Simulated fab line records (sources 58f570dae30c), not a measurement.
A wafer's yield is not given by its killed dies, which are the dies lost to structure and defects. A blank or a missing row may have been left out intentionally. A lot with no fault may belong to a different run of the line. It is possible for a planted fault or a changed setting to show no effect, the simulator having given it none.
Struck lot and sound lot, side by side | flow berkeleyCmos170 | 14 out of 331 route steps
Sound: wafers L198.2, L198.3, L198.6. Wafers L200.2, L200.3, L200.4 were the ones struck. The cause is named last.
Order at every step that has rows: each side's tool, ch and its chambers, its first start. Under that, the readings that differ: sound wafers | struck wafers | difference of the means | sigmas: that difference in standard deviations of wafers without a fault.
alike: same words and numbers on both sides, and readings whose means sit less than 2 such deviations apart. not compared: any withheld reading, any reading some wafer has no value for, any bound like >300 that may hide the same value, and any number with overlapping values for which the record gives no deviation.
Wherever a step has rows on one side only, a row that says differs or no value, or a row with sigmas, the two part there. When numbers do not overlap yet have no deviation, they are printed without sigmas and do not part them. Lack of a reading on every wafer of one side parts them only where that side has two or more wafers.

UCB170_START_BOW_MEAS_00:
  struck on filmMetro-04, day 3 22:01; sound on filmMetro-02, day 3 12:01
  alike: INCOMING_BOW
then, 2 steps without rows for these wafers: UCB170_START_CLEAN_01 (cleans in dHF, time 60 s); UCB170_START_OXIDATION_02 (target thk 20 nm, ox time 1800 s).
UCB170_START_THK_MEAS_03:
  struck on filmMetro-03, day 4 02:23; sound on filmMetro-03, day 3 17:29
reading              | sound          | struck         | difference | sigmas
START_OXIDE_THK (nm) | 20.7 20.8 20.7 | 19.9 19.8 19.9 | -0.9       | -2
then, 7 steps without rows for these wafers: UCB170_START_ANNEAL_04 (time 1200 s); UCB170_ZERO_HMDS_00 (prime time 60 s); UCB170_ZERO_COAT_01 (resist thk 900 nm); UCB170_ZERO_SOFTBAKE_02 (time 60 s); UCB170_ZERO_EXPOSE_03 (exposes mask PM MARKS, target cd 4000 nm); UCB170_ZERO_PEB_04; UCB170_ZERO_DEVELOP_05 (develop time 45 s).
UCB170_ZERO_ETCH_06: etches SiO2 in CHF3/CF4/Ar, time 12 s.
  sound on rieDiel-04 ch 0,2,3, day 3 21:40; struck on rieDiel-01 ch 0,1,2, day 4 06:28
reading      | sound          | struck               | difference | sigmas
overEtchFrac | 1.58 1.58 1.58 | 1.3983 1.3983 1.3983 | -0.1817    | 
  alike: drypumpMotorCurrentA, oesProductAu, throttleValvePct
  not compared: rfHoursCounterH
UCB170_ZERO_STRIP_07: strips in O2.
  sound on plasmaAsher-01 ch 1, day 3 21:41; struck on plasmaAsher-04 ch 0,1, day 4 06:29
  alike: drypumpMotorCurrentA, oesProductAu, stripTimeToEndpointS
  not compared: rfHoursCounterH
-- the record jumps here: 7 days lie between the struck wafers' starts before and after (it left off in module ZERO and takes up again in module M3, whose first step shown is number 331 of the route) --
UCB170_M3_PROBE_99:
  only the struck wafers here have rows in the record (prober-01, day 11 10:05); the sound ones have none

WHERE THEY PART
At UCB170_START_THK_MEAS_03 first; at UCB170_M3_PROBE_99 last (within this record only).

WHY: the cause the simulator had injected
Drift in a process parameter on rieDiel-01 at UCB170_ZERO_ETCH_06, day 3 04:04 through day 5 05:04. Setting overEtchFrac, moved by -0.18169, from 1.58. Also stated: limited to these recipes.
